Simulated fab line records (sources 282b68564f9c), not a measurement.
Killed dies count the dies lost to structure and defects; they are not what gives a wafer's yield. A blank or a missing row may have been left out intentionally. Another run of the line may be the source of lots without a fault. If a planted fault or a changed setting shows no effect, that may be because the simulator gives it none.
Tool commonality check || flow ritCmos || Sample size 14 lots and 42 wafers

== WHAT PROMPTED THE OPENING ==
Of 14 lots, 2 have the reading NWELL_TW flagged at RIT_NWELL_TW_MEAS_10. Fault-free wafers read 2154, with a standard deviation of 14.
Rule: a lot is flagged when every wafer of it that has a number lies more than 4 standard deviations from that mean, or none has a number. The other lots count as sound.

{"lot": "L855", "measured": "day 2 02:33", "on": "filmMetro-03", "NWELL_TW, wafer by wafer": "2168 2155 2156", "flag": ""}
{"lot": "L857", "measured": "day 2 09:49", "on": "filmMetro-01", "NWELL_TW, wafer by wafer": "2154 2150 2167", "flag": ""}
{"lot": "L860", "measured": "day 3 01:11", "on": "filmMetro-01", "NWELL_TW, wafer by wafer": "2185 2185 2178", "flag": ""}
{"lot": "L863", "measured": "day 3 15:06", "on": "filmMetro-01", "NWELL_TW, wafer by wafer": "2178 2173 2177", "flag": ""}
{"lot": "L864", "measured": "day 3 20:40", "on": "filmMetro-01", "NWELL_TW, wafer by wafer": "2156 2171 2166", "flag": ""}
{"lot": "L865", "measured": "day 4 05:32", "on": "filmMetro-02", "NWELL_TW, wafer by wafer": "2145 2140 2148", "flag": ""}
{"lot": "L866", "measured": "day 4 09:40", "on": "filmMetro-02", "NWELL_TW, wafer by wafer": "2142 2142 2146", "flag": ""}
{"lot": "L868", "measured": "day 4 19:51", "on": "filmMetro-01", "NWELL_TW, wafer by wafer": "2165 2158 2164", "flag": ""}
{"lot": "L872", "measured": "day 5 12:59", "on": "filmMetro-02", "NWELL_TW, wafer by wafer": "2132 2137 2144", "flag": ""}
{"lot": "L873", "measured": "day 5 18:27", "on": "filmMetro-01", "NWELL_TW, wafer by wafer": "2252 2257 2252", "flag": "FLAGGED"}
{"lot": "L874", "measured": "day 5 23:17", "on": "filmMetro-02", "NWELL_TW, wafer by wafer": "2226 2233 2232", "flag": "FLAGGED"}
{"lot": "L875", "measured": "day 6 05:02", "on": "filmMetro-01", "NWELL_TW, wafer by wafer": "2137 2141 2135", "flag": ""}
{"lot": "L876", "measured": "day 6 09:02", "on": "filmMetro-01", "NWELL_TW, wafer by wafer": "2152 2151 2144", "flag": ""}
{"lot": "L878", "measured": "day 6 21:06", "on": "filmMetro-02", "NWELL_TW, wafer by wafer": "2150 2153 2158", "flag": ""}
On average the flagged lots' numbers are 2242, which is +88 against the usual, or +6 standard deviations.

== TOOL THAT RAN EACH LOT ==
The record keeps 1 process step preceding the reading, out of 202 steps on the route. Read each cell as the tool, then ch plus the chambers that the sampled wafers visited, then the start.
{"lot": "L855", "flag": "", "RIT_NWELL_IMPLANT_08": "implanter-01 ch 0, day 2 02:16"}
{"lot": "L857", "flag": "", "RIT_NWELL_IMPLANT_08": "implanter-04 ch 0, day 2 09:29"}
{"lot": "L860", "flag": "", "RIT_NWELL_IMPLANT_08": "implanter-01 ch 0, day 3 00:50"}
{"lot": "L863", "flag": "", "RIT_NWELL_IMPLANT_08": "implanter-01 ch 0, day 3 14:46"}
{"lot": "L864", "flag": "", "RIT_NWELL_IMPLANT_08": "implanter-04 ch 0, day 3 20:22"}
{"lot": "L865", "flag": "", "RIT_NWELL_IMPLANT_08": "implanter-04 ch 0, day 4 05:13"}
{"lot": "L866", "flag": "", "RIT_NWELL_IMPLANT_08": "implanter-04 ch 0, day 4 09:20"}
{"lot": "L868", "flag": "", "RIT_NWELL_IMPLANT_08": "implanter-01 ch 0, day 4 19:32"}
{"lot": "L872", "flag": "", "RIT_NWELL_IMPLANT_08": "implanter-02 ch 0, day 5 12:40"}
{"lot": "L873", "flag": "FLAGGED", "RIT_NWELL_IMPLANT_08": "implanter-01 ch 0, day 5 18:08"}
{"lot": "L874", "flag": "FLAGGED", "RIT_NWELL_IMPLANT_08": "implanter-01 ch 0, day 5 22:58"}
{"lot": "L875", "flag": "", "RIT_NWELL_IMPLANT_08": "implanter-04 ch 0, day 6 04:43"}
{"lot": "L876", "flag": "", "RIT_NWELL_IMPLANT_08": "implanter-02 ch 0, day 6 08:43"}
{"lot": "L878", "flag": "", "RIT_NWELL_IMPLANT_08": "implanter-02 ch 0, day 6 20:47"}
What is done by these steps:
- RIT_NWELL_IMPLANT_08
- RIT_NWELL_TW_MEAS_10

== FLAGGED OVER TOTAL, TOOL BY TOOL (the gauges that took the reading come last) ==
{"step": "RIT_NWELL_IMPLANT_08", "tool": "implanter-01", "lots run": 6, "flagged": 2, "share of the flagged lots": "all", "sound lots run after its first flagged lot": 0}
{"step": "RIT_NWELL_IMPLANT_08", "tool": "implanter-02", "lots run": 3, "flagged": 0, "share of the flagged lots": "none", "sound lots run after its first flagged lot": "-"}
{"step": "RIT_NWELL_IMPLANT_08", "tool": "implanter-04", "lots run": 5, "flagged": 0, "share of the flagged lots": "none", "sound lots run after its first flagged lot": "-"}
{"step": "RIT_NWELL_TW_MEAS_10", "tool": "filmMetro-01", "lots run": 8, "flagged": 1, "share of the flagged lots": "some", "sound lots run after its first flagged lot": "2 (L875,L876)"}
{"step": "RIT_NWELL_TW_MEAS_10", "tool": "filmMetro-02", "lots run": 5, "flagged": 1, "share of the flagged lots": "some", "sound lots run after its first flagged lot": "1 (L878)"}
{"step": "RIT_NWELL_TW_MEAS_10", "tool": "filmMetro-03", "lots run": 1, "flagged": 0, "share of the flagged lots": "none", "sound lots run after its first flagged lot": "-"}

== THE TABLE: WHAT IT ALLOWS ==
All flagged lots share 1 row of the table, namely implanter-01 at RIT_NWELL_IMPLANT_08.
- implanter-01 at RIT_NWELL_IMPLANT_08: 2 of its 6 lots flagged. It ran its last sound lot, L868, at day 4 19:32 and its first flagged lot, L873, at day 5 18:08: a fault with its onset between the two fits. Its own readings lie more than 4 standard deviations out on every wafer of the flagged lots: beamEnergyKeV.
One tool is left: implanter-01 at RIT_NWELL_IMPLANT_08.

== WHAT WAS PUT IN BY THE SIMULATOR ==
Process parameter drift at RIT_NWELL_IMPLANT_08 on implanter-01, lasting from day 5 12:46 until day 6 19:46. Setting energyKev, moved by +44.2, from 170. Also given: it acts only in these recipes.
Shown lots that were struck: L873, L874. The same result came from the rule above.
